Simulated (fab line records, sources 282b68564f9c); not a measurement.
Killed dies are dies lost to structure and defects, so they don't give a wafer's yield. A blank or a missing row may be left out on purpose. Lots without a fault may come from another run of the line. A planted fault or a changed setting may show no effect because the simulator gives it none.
Which tool did it? | flow rit_cmos | 14 lots, 42 wafers sampled, at 5 steps of a route of 202

WHAT THE GAUGES READ, wafer by wafer
RIT_ACTIVE_THK_MEAS_04.
lot  | measured    | on            | ACTIVE_NITRIDE_THK (nm)
L471 | day 1 13:32 | film_metro-04 | 152.9 152.5 151.8
L472 | day 1 19:14 | film_metro-04 | 149.4 149.4 149.0
L473 | day 1 23:32 | film_metro-04 | 149.6 149.2 149.1
L474 | day 2 04:46 | film_metro-04 | 150.8 150.9 152.1
L475 | day 2 09:32 | film_metro-03 | 149.1 150.0 150.9
L476 | day 2 15:17 | film_metro-02 | 151.2 153.7 153.4
L477 | day 2 19:32 | film_metro-03 | 147.9 148.2 148.2
L479 | day 3 05:32 | film_metro-03 | 149.7 148.6 149.8
L480 | day 3 10:35 | film_metro-04 | 150.6 152.0 150.2
L485 | day 4 14:44 | film_metro-02 | 150.6 149.8 149.4
L488 | day 5 02:32 | film_metro-02 | 151.1 149.9 150.0
L492 | day 5 22:32 | film_metro-04 | 153.5 151.6 152.2
L493 | day 6 04:31 | film_metro-04 | 150.0 151.3 151.2
L494 | day 6 08:32 | film_metro-02 | 150.6 148.9 148.9

RIT_PRETRO_TW_MEAS_10.
lot  | measured    | on            | PRETRO_TW
L471 | day 2 09:01 | film_metro-01 | 469 465 468
L472 | day 2 12:58 | film_metro-03 | 484 484 486
L473 | day 2 17:10 | film_metro-01 | 469 467 467
L474 | day 2 22:15 | film_metro-01 | 466 468 468
L475 | day 3 04:20 | film_metro-01 | 473 470 470
L476 | day 3 09:56 | film_metro-04 | 446 446 447
L477 | day 3 14:32 | film_metro-04 | 480 477 479
L479 | day 3 23:15 | film_metro-04 | 481 482 480
L480 | day 4 04:10 | film_metro-01 | 436 434 434
L485 | day 5 09:13 | film_metro-01 | 471 470 472
L488 | day 5 21:24 | film_metro-04 | 483 485 483
L492 | day 6 16:14 | film_metro-04 | 481 482 484
L493 | day 6 22:26 | film_metro-03 | 491 491 492
L494 | day 7 02:23 | film_metro-04 | 481 483 484

RIT_GATE_CD_MEAS_16: target cd 150 nm.
lot  | measured    | on        | cd_nm (nm)
L471 | day 2 14:17 | cd_sem-02 | 150.7 154.3 152.7
L472 | day 2 18:21 | cd_sem-02 | 150.3 148.8 148.2
L473 | day 2 22:08 | cd_sem-01 | 147.3 145.4 143.9
L474 | day 3 03:46 | cd_sem-01 | 148.0 148.3 147.7
L475 | day 3 09:49 | cd_sem-01 | 148.3 147.1 149.7
L476 | day 3 14:41 | cd_sem-02 | 149.2 150.5 152.4
L477 | day 3 18:59 | cd_sem-02 | 152.8 150.2 149.1
L479 | day 4 04:05 | cd_sem-02 | 150.4 152.4 153.0
L480 | day 4 12:38 | cd_sem-02 | 148.6 148.8 150.5
L485 | day 5 15:10 | cd_sem-02 | 149.1 148.6 150.2
L488 | day 6 04:07 | cd_sem-01 | 146.0 147.6 147.5
L492 | day 6 23:06 | cd_sem-01 | 147.3 146.6 147.1
L493 | day 7 03:43 | cd_sem-01 | 152.1 152.7 152.8
L494 | day 7 08:02 | cd_sem-01 | 151.2 151.2 149.7

RIT_PLDD_OVL_MEAS_06.
lot  | measured    | on         | PLDD_OVL (nm)
L471 | day 2 20:19 | overlay-01 | 1.9 1.7 0.7
L472 | day 3 00:28 | overlay-02 | 0.7 -0.1 -1.1
L473 | day 3 04:21 | overlay-01 | -0.1 1.9 0.3
L474 | day 3 10:23 | overlay-02 | 1.3 -0.3 0.5
L475 | day 3 15:53 | overlay-01 | -1.8 0.9 -0.5
L476 | day 3 21:18 | overlay-01 | 0.3 2.2 0.9
L477 | day 4 01:09 | overlay-02 | 1.4 0.0 1.2
L479 | day 4 12:13 | overlay-01 | 1.3 1.4 1.8
L480 | day 4 18:42 | overlay-01 | 0.4 0.6 -0.6
L485 | day 5 22:56 | overlay-02 | 0.2 -1.2 -1.8
L488 | day 6 10:19 | overlay-01 | 0.5 -0.8 0.0
L492 | day 7 05:35 | overlay-02 | -0.2 2.3 -0.8
L493 | day 7 09:47 | overlay-02 | -1.0 -0.5 -0.1
L494 | day 7 14:22 | overlay-01 | 1.0 2.1 4.6

WHICH TOOL RAN EACH LOT (tool, then ch and the chambers of the sampled wafers, then the start)
lot  | RIT_PRETRO_IMPLANT_08
L471 | implanter-02 ch 0, day 2 08:42
L472 | implanter-04 ch 0, day 2 12:38
L473 | implanter-04 ch 0, day 2 16:50
L474 | implanter-04 ch 0, day 2 21:56
L475 | implanter-02 ch 0, day 3 04:02
L476 | implanter-04 ch 0, day 3 09:38
L477 | implanter-02 ch 0, day 3 14:13
L479 | implanter-02 ch 0, day 3 22:56
L480 | implanter-04 ch 0, day 4 03:52
L485 | implanter-01 ch 0, day 5 08:53
L488 | implanter-02 ch 0, day 5 21:05
L492 | implanter-02 ch 0, day 6 15:55
L493 | implanter-02 ch 0, day 6 22:07
L494 | implanter-04 ch 0, day 7 02:04
- RIT_PRETRO_IMPLANT_08

WHAT THE TOOLS THEMSELVES READ (means of the sampled wafers that have a number; where no wafer has one, the mark that the record gives instead)
RIT_PRETRO_IMPLANT_08.
lot  | tool         | beam_on_s (s) | dose_ions_cm2 | faraday_current_uA
L471 | implanter-02 | 9.89          | 1.1995e+13    | 38.4
L472 | implanter-04 | 10.05         | 1.2003e+13    | 37.9
L473 | implanter-04 | 9.89          | 1.2001e+13    | 38.4
L474 | implanter-04 | 10.10         | 1.2004e+13    | 37.7
L475 | implanter-02 | 9.98          | 1.1996e+13    | 38.3
L476 | implanter-04 | 9.96          | 9.3660e+12    | 29.8
L477 | implanter-02 | 10.08         | 1.2005e+13    | 37.8
L479 | implanter-02 | 10.02         | 1.2001e+13    | 38.0
L480 | implanter-04 | 10.13         | 9.3630e+12    | 29.4
L485 | implanter-01 | 10.04         | 1.1999e+13    | 37.8
L488 | implanter-02 | 9.91          | 1.2000e+13    | 38.4
L492 | implanter-02 | 9.90          | 1.1996e+13    | 38.5
L493 | implanter-02 | 9.93          | 1.2001e+13    | 38.3
L494 | implanter-04 | 10.26         | 1.2001e+13    | 37.1

THE ANSWER, worked out from the rows above alone
Rule: what is usual is taken from the lots themselves. Put in order of their means at a reading, lots are off if they are a third of the lots or fewer, leave a main group of 4 or more, and stand apart from it by a gap of 3 or more times the standard deviation of the main group's means; of several such gaps the widest counts. A main group whose means are all the same, to the digits that the tables above print for the reading, isn't used. A lot without any number at a reading at which 4 lots or more have one is off too. The other lots that the step has rows for count as sound. The gauges are gone through in route order, then the tools' own readings, and for those a lot's mean is taken as printed above. The first step at which some lot is off is used, and at that step the reading that is off furthest; a lot without a number counts as furthest.
Off: L476, L480, at RIT_PRETRO_IMPLANT_08 (dose_ions_cm2). The main group: mean 1.2000e+13, standard deviation 3.1e+09.
A tool fits if, at that step or a process step before it, it ran every lot that is off, and no sound lot after the first of them. None of those tried fits.

WHAT THE SIMULATOR HAD PUT IN
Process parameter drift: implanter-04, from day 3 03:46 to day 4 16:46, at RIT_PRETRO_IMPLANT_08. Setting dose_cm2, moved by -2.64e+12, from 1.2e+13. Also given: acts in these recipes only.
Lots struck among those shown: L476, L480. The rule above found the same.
